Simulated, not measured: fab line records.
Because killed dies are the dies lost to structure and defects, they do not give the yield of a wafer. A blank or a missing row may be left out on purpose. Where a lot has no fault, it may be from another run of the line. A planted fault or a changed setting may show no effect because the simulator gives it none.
Problem report in the 8D (eight disciplines) form, filled by code | flow ritCmos | the parts of the form that need people (team, actions taken, sign-off) are left out

## 1. WHAT WENT WRONG
Mean FOX1_OXIDE_THK at RIT_FOX1_THK_MEAS_01: 400 nm over 9 wafers in 3 lots; fault-free wafers: 355 nm, standard deviation 6.8. That puts it +6.6 standard deviations away from the usual mean.
Seen first at day 3 20:22 on filmMetro-02, wafer L466.1. The record has a number at this step for 45 wafers belonging to 15 lots. The rule behind "out" and "out of limits": a value lying over 4 standard deviations away from the usual mean. All remaining wafers that have a number are taken as sound.

## 2. WHAT IT IS, WHAT IT ISN'T
question                    | is                         | is not
which readings at this step | FOX1_OXIDE_THK             | -
which lots                  | L466, L469, L472           | L456, L457, L458, L459, L460, L462, L463, L474, L475, L477, L478, L479
which wafers of those lots  | all that have a number     | -
read on which gauges        | filmMetro-02, filmMetro-03 | filmMetro-01
when                        | from day 3 20:22           | up to then (21 sound wafers); but 15 sound wafers of L474, L475, L477, L478, L479 came after

## 3. THE SUSPECTS, EACH WITH WHAT RULES IT OUT
Counting: any tool at a process step up to the reading is kept as a suspect provided that every lot that is out went through it and no sound lot did after the first of them.
- the gauge at RIT_FOX1_THK_MEAS_01: ruled out. Those wafers that are out were read across 2 gauges (filmMetro-02, filmMetro-03).
- furnace-01 at RIT_FOX1_OXIDATION_00 (target thk 350.7 nm, ox time 1130 s): kept. It processed each lot that is out, first L466 at day 3 19:03, and no sound lot thereafter; up to then, the last sound lot it processed was L460 at day 2 11:35. Out on those wafers are its own readings of spikeTcCentreC, spikeTcLoadC, spikeTcSourceC, tubeCenterTempC, tube_center_temp_C_max.
Left after counting: furnace-01 at RIT_FOX1_OXIDATION_00.

## 4. THE CAUSE (what the simulator had put in)
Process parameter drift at RIT_FOX1_OXIDATION_00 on furnace-01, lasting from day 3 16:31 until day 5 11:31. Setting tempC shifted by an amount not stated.
Only this tool survived the counting.

## 5. THE CHAIN OF EFFECTS, in route order
Each row: a reading where the mean over the struck wafers with a number is more than 3 standard deviations away from the usual. Only readings whose record carries a usual standard deviation are examined. hours: median over the lots of the time between each lot's start at the first step of this table that gives one and its start at this step. sigmas: the change, counted in usual standard deviations.
hours | step                  | reading                | usual    | on struck wafers | change | sigmas
0     | RIT_FOX1_OXIDATION_00 | spikeTcCentreC         | 1102.0 C | 1127.0           | +25.0  | +21
0     | RIT_FOX1_OXIDATION_00 | spikeTcLoadC           | 1128.0 C | 1150.6           | +22.6  | +9.8
0     | RIT_FOX1_OXIDATION_00 | spikeTcSourceC         | 1127 C   | 1147             | +20    | +6.3
0     | RIT_FOX1_OXIDATION_00 | tubeCenterTempC        | 1100 C   | 1125             | +25    | +99 or more
0     | RIT_FOX1_OXIDATION_00 | tube_center_temp_C_max | 1102.9   | 1127.9           | +25.0  | +53
1     | RIT_FOX1_THK_MEAS_01  | FOX1_OXIDE_THK         | 355 nm   | 400              | +45    | +6.6
It contains these process steps:
- RIT_FOX1_OXIDATION_00: target thk 350.7 nm, ox time 1130 s.

## 6. HOW IT WOULD HAVE BEEN CAUGHT EARLIER
4 hours passed between the start of the fault at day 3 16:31 and the first reading out of limits at a measuring or inspecting step in this record, taken at day 3 20:22.
Tool's own readings at RIT_FOX1_OXIDATION_00, spikeTcCentreC, spikeTcLoadC, spikeTcSourceC, tubeCenterTempC, tube_center_temp_C_max: out on all struck wafers the step has rows for; an alarm limit on them would have tripped on the first.
L469, L472, from the lots that are out (3), started RIT_FOX1_OXIDATION_00 on furnace-01 later than day 3 20:22. A hold on the tool at that time would have spared those 2.
